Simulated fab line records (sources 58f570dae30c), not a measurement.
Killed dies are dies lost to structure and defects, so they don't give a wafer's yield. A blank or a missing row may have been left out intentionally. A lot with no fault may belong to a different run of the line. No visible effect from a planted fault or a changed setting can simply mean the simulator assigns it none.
Which tool was responsible? -- flow berkeleyCmos170 -- 8 lots, 23 wafers sampled, at 1 step of a route of 331

## WHAT THE GAUGES SHOWED, per wafer
UCB170_PWELL_TW_MEAS_17.
lot,measured,on,PWELL_TW
L867,day 4 01:04,filmMetro-04,377.0 376.4 378.4
L869,day 4 09:41,filmMetro-01,385.0 382.0 385.0
L870,day 4 10:04,filmMetro-01,385.6 384.0 386.2
L873,day 5 08:32,filmMetro-01,382.9 383.8 382.4
L874,day 5 12:54,filmMetro-02,381.5 380.9 383.3
L878,day 6 17:22,filmMetro-01,385.3 386.1
L880,day 7 01:28,filmMetro-01,386.5 384.9 383.6
L884,day 8 00:52,filmMetro-01,379.3 381.0 381.7

## WHAT TOOL EACH LOT RAN ON (gives the tool, then ch and the chambers of the sampled wafers, and finally the start)
No process step before these readings appears in the record.

## THE ANSWER, worked out from the rows above alone
Rule: what is usual is taken from the lots themselves. Put in order of their means at a reading, lots are off if they are a third of the lots or fewer, leave a main group of 4 or more, and stand apart from it by a gap of 3 or more times the standard deviation of the main group's means; of several such gaps the widest counts. A main group is skipped when, at the precision printed for the reading in the tables above, its means are all equal. Also off: a lot with no number at a reading for which 4 or more lots have one. The other lots that the step has rows for count as sound.
No lot is off at any reading shown: from this, nothing can be told.

## WHAT HAD BEEN PUT IN BY THE SIMULATOR
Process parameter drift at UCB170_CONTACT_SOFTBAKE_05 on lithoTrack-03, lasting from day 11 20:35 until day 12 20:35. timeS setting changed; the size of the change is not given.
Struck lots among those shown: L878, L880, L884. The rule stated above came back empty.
